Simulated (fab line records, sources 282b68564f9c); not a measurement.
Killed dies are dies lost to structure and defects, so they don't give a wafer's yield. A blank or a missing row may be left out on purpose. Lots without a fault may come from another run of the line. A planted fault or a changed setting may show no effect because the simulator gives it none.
Problem report in the 8D (eight disciplines) form, filled by code | flow rit_cmos | the parts of the form that need people (team, actions taken, sign-off) are left out

1. THE PROBLEM
spin_speed_rpm at RIT_ACTIVE_COAT_06 reads a mean of 3148.1 rpm on 9 wafers of 3 lots; wafers without a fault read 3250.3 rpm with a standard deviation of 2.5. That is -41 standard deviations from the usual mean.
The step: resist thk 1000 nm.
First seen on wafer L197.1, day 3 13:10, on litho_track-01. The record holds 42 wafers of 14 lots with a number at this step. Rule for "out", or "out of limits": more than 4 standard deviations from the usual mean. The other wafers with a number count as sound.

2. WHAT IT IS AND WHAT IT IS NOT
question                    | is                     | is not
which readings at this step | spin_speed_rpm         | resist_line_temp_C
which lots                  | L197, L198, L200       | L188, L189, L190, L191, L192, L194, L202, L204, L206, L208, L210
which wafers of those lots  | all that have a number | -
read on which tools         | litho_track-01         | litho_track-03, litho_track-04
when                        | from day 3 13:10       | up to then (18 sound wafers); but 15 sound wafers of L202, L204, L206, L208, L210 came after

3. SUSPECTS, AND WHAT RULES EACH OUT
Counting: a tool at a process step up to the reading stays a suspect if it ran every lot that is out and no sound lot after the first of them.
- litho_track-01 at RIT_ACTIVE_COAT_06 (resist thk 1000 nm): kept. It ran every lot that is out, first L197 (day 3 13:10), and no sound lot after that; its last sound lot up to then is L192 (day 2 11:52). Its own readings are out on those wafers: spin_speed_rpm.
Left after counting: litho_track-01 at RIT_ACTIVE_COAT_06.

4. THE CAUSE (what the simulator had put in)
Process parameter drift: litho_track-01, from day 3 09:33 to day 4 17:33, at RIT_ACTIVE_COAT_06. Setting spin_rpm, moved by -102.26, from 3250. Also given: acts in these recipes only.
Counting left only this tool.

5. THE CHAIN OF EFFECTS, in route order
Each row: a reading whose mean over the struck wafers that have a number lies more than 3 standard deviations from the usual. Only readings for which the record gives a usual standard deviation are gone through. hours: the time from each lot's start at the first step in this table that gives one to its start at this step, as a median over the lots. sigmas: the change in usual standard deviations.
hours | step               | reading        | usual      | on struck wafers | change | sigmas
0     | RIT_ACTIVE_COAT_06 | spin_speed_rpm | 3250.3 rpm | 3148.1           | -102.2 | -41
The process steps in it:
- RIT_ACTIVE_COAT_06: resist thk 1000 nm.
Later measuring or inspecting steps at which every struck wafer that the step has a row for has a number for every such reading, and none has moved that far: RIT_FOX2_THK_MEAS_90, RIT_PRETRO_OVL_MEAS_06.

6. WHAT WOULD HAVE CAUGHT IT SOONER
In this record the first reading out of limits was taken at day 3 13:10, 4 hours after the fault began at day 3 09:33.
